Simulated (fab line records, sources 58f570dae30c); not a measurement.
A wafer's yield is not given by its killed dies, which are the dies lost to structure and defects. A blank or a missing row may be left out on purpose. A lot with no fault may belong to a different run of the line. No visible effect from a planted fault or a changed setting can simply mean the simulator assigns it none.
fab line records || flow berkeleyCmos170
[record] {"lots": 14, "wafers": 42, "lastDay": 13}
route steps=331 shown SCREENOX@101
lots that met no fault: from a run of the same line without faults
startH: start of the lot's first displayed wafer, in hours after the record's first day || waitH: hours from the lot's prior step to this one || " identical to the entry in the row above || L1.1+2: several wafers, shown together as one row || - no value present, or no start provided || * or withheld: withheld || < > ~ a bound
route shown NAME@n: names a module that has steps shown in the file, with the first one's number in the route || usual: mean/standard deviation taken from wafers without a fault || same: alike in all rows || chamber/n: place in a boat || sites: readings site by site || _std_site: the standard deviation of these || _edge_site: inner sites' mean taken away from outer sites' mean || radiusMm: for every site, how far away it sits from the centre of the wafer || mask NAME#n: copy n || behind: the tool/chamber that last shaped the wafer || hold: why the lot went on hold/how many hours it stayed there/how the hold came to an end || device: the n, p or np transistor that did not switch || end of line: at the end of the route, the tests of the same wafers || a step given without rows: its recipe and nothing more || killed: not the wafer's yield, but the dies lost to structure and defects at the first sort || map: a wafer's dies, x killed, . not, _ none there
set.NAME: the run value of the setting; set.NAME@STEP: its run value at that earlier step || model.NAME: the simulator's own value behind a step, which no gauge read
steps of the route over a sample of lots; a table a step, a row a wafer
services: from which hour (startH, from the record's first day; less than 0 if before it) a tool's chamber was out of use, for how many hours, and why
[[steps]]
[step UCB170_SCREENOX_OXIDATION_01]
[recipe] {"tempC": 900, "ambient": "O2", "targetThkA": 144, "oxTimeS": 2400}
[usual] {"oxTempC": "900.0/0.35", "oxTempCMax": "904.0/0.97", "spikeTcSourceC": "924.1/1.4", "tubeCenterTempC": "899.99/0.077"}
{"lot.wafer": "L444.3", "tool": "furnace-01", "chamber": 0, "startH": 111.43, "waitH": 5.2, "oxTempC": 899.9, "oxTempCMax": 904.0, "spikeTcSourceC": 924.2, "tubeCenterTempC": 899.95}
{"lot.wafer": "L444.4", "tool": "furnace-01", "chamber": 0, "startH": 111.43, "waitH": 5.2, "oxTempC": 899.5, "oxTempCMax": 906.5, "spikeTcSourceC": 924.2, "tubeCenterTempC": 899.93}
{"lot.wafer": "L444.5", "tool": "furnace-01", "chamber": 0, "startH": 111.43, "waitH": 5.2, "oxTempC": 900.2, "oxTempCMax": 904.1, "spikeTcSourceC": 924.7, "tubeCenterTempC": 899.88}
{"lot.wafer": "L447.4", "tool": "furnace-01", "chamber": 0, "startH": 142.11, "waitH": 6.9, "oxTempC": 900.0, "oxTempCMax": 904.1, "spikeTcSourceC": 923.4, "tubeCenterTempC": 900.04}
{"lot.wafer": "L447.5", "tool": "furnace-01", "chamber": 0, "startH": 142.11, "waitH": 6.9, "oxTempC": 900.1, "oxTempCMax": 903.8, "spikeTcSourceC": 922.9, "tubeCenterTempC": 899.97}
{"lot.wafer": "L447.6", "tool": "furnace-01", "chamber": 0, "startH": 142.11, "waitH": 6.9, "oxTempC": 900.7, "oxTempCMax": 905.1, "spikeTcSourceC": 922.7, "tubeCenterTempC": 900.12}
{"lot.wafer": "L448.1", "tool": "furnace-01", "chamber": 0, "startH": 142.11, "waitH": 6.9, "oxTempC": 900.3, "oxTempCMax": 906.1, "spikeTcSourceC": 922.9, "tubeCenterTempC": 900}
{"lot.wafer": "L448.2", "tool": "furnace-01", "chamber": 0, "startH": 142.11, "waitH": 6.9, "oxTempC": 900.3, "oxTempCMax": 904.0, "spikeTcSourceC": 924.0, "tubeCenterTempC": 900.13}
{"lot.wafer": "L448.6", "tool": "furnace-01", "chamber": 0, "startH": 142.11, "waitH": 6.9, "oxTempC": 900.7, "oxTempCMax": 905.3, "spikeTcSourceC": 924.1, "tubeCenterTempC": 899.95}
{"lot.wafer": "L449.1", "tool": "furnace-01", "chamber": 0, "startH": 142.11, "waitH": 6.9, "oxTempC": 900.3, "oxTempCMax": 904.5, "spikeTcSourceC": 922.9, "tubeCenterTempC": 900.02}
{"lot.wafer": "L449.3", "tool": "furnace-01", "chamber": 0, "startH": 142.11, "waitH": 6.9, "oxTempC": 900.7, "oxTempCMax": 905.7, "spikeTcSourceC": 922.7, "tubeCenterTempC": 900.01}
{"lot.wafer": "L449.5", "tool": "furnace-01", "chamber": 0, "startH": 142.11, "waitH": 6.9, "oxTempC": 900.2, "oxTempCMax": 904.1, "spikeTcSourceC": 925.7, "tubeCenterTempC": 900.07}
{"lot.wafer": "L450.1", "tool": "furnace-01", "chamber": 0, "startH": 142.11, "waitH": 6.9, "oxTempC": 900.1, "oxTempCMax": 904.6, "spikeTcSourceC": 924.0, "tubeCenterTempC": 899.93}
{"lot.wafer": "L450.3", "tool": "furnace-01", "chamber": 0, "startH": 142.11, "waitH": 6.9, "oxTempC": 900.4, "oxTempCMax": 905.2, "spikeTcSourceC": 923.9, "tubeCenterTempC": 899.84}
{"lot.wafer": "L450.6", "tool": "furnace-01", "chamber": 0, "startH": 142.11, "waitH": 6.9, "oxTempC": 899.9, "oxTempCMax": 903.9, "spikeTcSourceC": 924.2, "tubeCenterTempC": 900}
{"lot.wafer": "L451.2", "tool": "furnace-02", "chamber": 0, "startH": 154.87, "waitH": 2.0, "oxTempC": 900.2, "oxTempCMax": 903.0, "spikeTcSourceC": 922.6, "tubeCenterTempC": 899.87}
{"lot.wafer": "L451.4", "tool": "furnace-02", "chamber": 0, "startH": 154.87, "waitH": 2.0, "oxTempC": 900.4, "oxTempCMax": 903.9, "spikeTcSourceC": 923.0, "tubeCenterTempC": 899.97}
{"lot.wafer": "L451.6", "tool": "furnace-02", "chamber": 0, "startH": 154.87, "waitH": 2.0, "oxTempC": 900.1, "oxTempCMax": 903.3, "spikeTcSourceC": 921.8, "tubeCenterTempC": 899.87}
{"lot.wafer": "L452.2", "tool": "furnace-02", "chamber": 0, "startH": 154.87, "waitH": 2.0, "oxTempC": 900.0, "oxTempCMax": 903.5, "spikeTcSourceC": 922.5, "tubeCenterTempC": 900.04}
{"lot.wafer": "L452.3", "tool": "furnace-02", "chamber": 0, "startH": 154.87, "waitH": 2.0, "oxTempC": 900.0, "oxTempCMax": 902.9, "spikeTcSourceC": 923.4, "tubeCenterTempC": 900.07}
{"lot.wafer": "L452.6", "tool": "furnace-02", "chamber": 0, "startH": 154.87, "waitH": 2.0, "oxTempC": 899.7, "oxTempCMax": 902.8, "spikeTcSourceC": 923.4, "tubeCenterTempC": 900.14}
{"lot.wafer": "L459.2", "tool": "furnace-04", "chamber": 0, "startH": 190.14, "waitH": 5.4, "oxTempC": 899.5, "oxTempCMax": 904.8, "spikeTcSourceC": 923.7, "tubeCenterTempC": 899.85}
{"lot.wafer": "L459.5", "tool": "furnace-04", "chamber": 0, "startH": 190.14, "waitH": 5.4, "oxTempC": 900.2, "oxTempCMax": 904.4, "spikeTcSourceC": 922.8, "tubeCenterTempC": 900.04}
{"lot.wafer": "L459.6", "tool": "furnace-04", "chamber": 0, "startH": 190.14, "waitH": 5.4, "oxTempC": 899.3, "oxTempCMax": 903.1, "spikeTcSourceC": 925.4, "tubeCenterTempC": 900.12}
{"lot.wafer": "L461.1", "tool": "furnace-04", "chamber": "-", "startH": 205.22, "waitH": 3.8, "oxTempC": "-", "oxTempCMax": "-", "spikeTcSourceC": "-", "tubeCenterTempC": "-"}
{"lot.wafer": "L461.3", "tool": "furnace-04", "chamber": "-", "startH": 205.22, "waitH": 3.8, "oxTempC": "-", "oxTempCMax": "-", "spikeTcSourceC": "-", "tubeCenterTempC": "-"}
{"lot.wafer": "L461.6", "tool": "furnace-04", "chamber": "-", "startH": 205.22, "waitH": 3.8, "oxTempC": "-", "oxTempCMax": "-", "spikeTcSourceC": "-", "tubeCenterTempC": "-"}
{"lot.wafer": "L460.1", "tool": "furnace-01", "chamber": "-", "startH": 212.84, "waitH": 4.2, "oxTempC": "-", "oxTempCMax": "-", "spikeTcSourceC": "-", "tubeCenterTempC": "-"}
{"lot.wafer": "L460.2", "tool": "furnace-01", "chamber": "-", "startH": 212.84, "waitH": 4.2, "oxTempC": "-", "oxTempCMax": "-", "spikeTcSourceC": "-", "tubeCenterTempC": "-"}
{"lot.wafer": "L460.5", "tool": "furnace-01", "chamber": "-", "startH": 212.84, "waitH": 4.2, "oxTempC": "-", "oxTempCMax": "-", "spikeTcSourceC": "-", "tubeCenterTempC": "-"}
{"lot.wafer": "L464.3", "tool": "furnace-04", "chamber": 0, "startH": 222.49, "waitH": 6.6, "oxTempC": 900.5, "oxTempCMax": 905.3, "spikeTcSourceC": 924.9, "tubeCenterTempC": 900}
{"lot.wafer": "L464.4", "tool": "furnace-04", "chamber": 0, "startH": 222.49, "waitH": 6.6, "oxTempC": 899.6, "oxTempCMax": 903.9, "spikeTcSourceC": 924.5, "tubeCenterTempC": 900}
{"lot.wafer": "L464.5", "tool": "furnace-04", "chamber": 0, "startH": 222.49, "waitH": 6.6, "oxTempC": 900.4, "oxTempCMax": 904.6, "spikeTcSourceC": 926.5, "tubeCenterTempC": 900.15}
{"lot.wafer": "L465.2", "tool": "furnace-04", "chamber": 0, "startH": 237.18, "waitH": 4.2, "oxTempC": 899.8, "oxTempCMax": 903.9, "spikeTcSourceC": 925.1, "tubeCenterTempC": 900.01}
{"lot.wafer": "L465.3", "tool": "furnace-04", "chamber": 0, "startH": 237.18, "waitH": 4.2, "oxTempC": 899.1, "oxTempCMax": 904.0, "spikeTcSourceC": 924.3, "tubeCenterTempC": 900.01}
{"lot.wafer": "L465.6", "tool": "furnace-04", "chamber": 0, "startH": 237.18, "waitH": 4.2, "oxTempC": 900.8, "oxTempCMax": 904.2, "spikeTcSourceC": 925.1, "tubeCenterTempC": 900.01}
{"lot.wafer": "L466.2", "tool": "furnace-04", "chamber": 0, "startH": 237.18, "waitH": 4.2, "oxTempC": 899.2, "oxTempCMax": 903.3, "spikeTcSourceC": 926.3, "tubeCenterTempC": 899.96}
{"lot.wafer": "L466.4", "tool": "furnace-04", "chamber": 0, "startH": 237.18, "waitH": 4.2, "oxTempC": 899.2, "oxTempCMax": 903.4, "spikeTcSourceC": 926.5, "tubeCenterTempC": 900}
{"lot.wafer": "L466.6", "tool": "furnace-04", "chamber": 0, "startH": 237.18, "waitH": 4.2, "oxTempC": 899.8, "oxTempCMax": 903.6, "spikeTcSourceC": 924.4, "tubeCenterTempC": 899.91}
{"lot.wafer": "L467.2", "tool": "furnace-04", "chamber": 0, "startH": 237.18, "waitH": 4.2, "oxTempC": 899.4, "oxTempCMax": 903.4, "spikeTcSourceC": 925.1, "tubeCenterTempC": 900.05}
{"lot.wafer": "L467.4", "tool": "furnace-04", "chamber": 0, "startH": 237.18, "waitH": 4.2, "oxTempC": 900.1, "oxTempCMax": 906.1, "spikeTcSourceC": 926.4, "tubeCenterTempC": 900}
{"lot.wafer": "L467.6", "tool": "furnace-04", "chamber": 0, "startH": 237.18, "waitH": 4.2, "oxTempC": 900.0, "oxTempCMax": 904.4, "spikeTcSourceC": 926.4, "tubeCenterTempC": 900.08}
[[services]]
{"tool": "furnace-01", "chamber": "-", "startH": 148.05, "hours": 1.0, "kind": "repair"}
{"tool": "furnace-02", "chamber": "-", "startH": 187.85, "hours": 3.6, "kind": "pm"}
{"tool": "furnace-01", "chamber": "-", "startH": 204.33, "hours": 3.7, "kind": "pm"}
[[key]]
[firstSign] {"step": "UCB170_SCREENOX_OXIDATION_01", "reading": "toolRecord", "direction": "missing"}
effect none on later readings
metAt UCB170_SCREENOX_OXIDATION_01
struckLots L460,L461
laterRowsLeftOut L460.1,L460.2,L460.5,L461.1,L461.3,L461.6
sortLeftOut L460.1,L460.2,L460.5,L461.1,L461.3,L461.6
testerLeftOut L460,L461
onsetBetween 190.14 205.22
[fault] {"kind": "skippedStepWhole", "tool": "furnace-01,furnace-04", "chamber": "-", "onsetH": 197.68, "steps": "UCB170_SCREENOX_OXIDATION_01", "scope": "struckLotsOnly"}
// testerLeftOut: of these lots the tester's yield and bins aren't shown, on N5 and GAA mostly nor the transistor test; their killed dies are dies lost to structure and defects alone, not to doping, threshold or leakage, so they don't give the yield
// sortLeftOut: the simulated sort isn't trusted on such a fault, so these wafers' sort isn't shown, and their yield isn't known
// laterRowsLeftOut: the simulator's readings of these wafers behind a module that went badly wrong aren't trusted and aren't shown, but for the sort
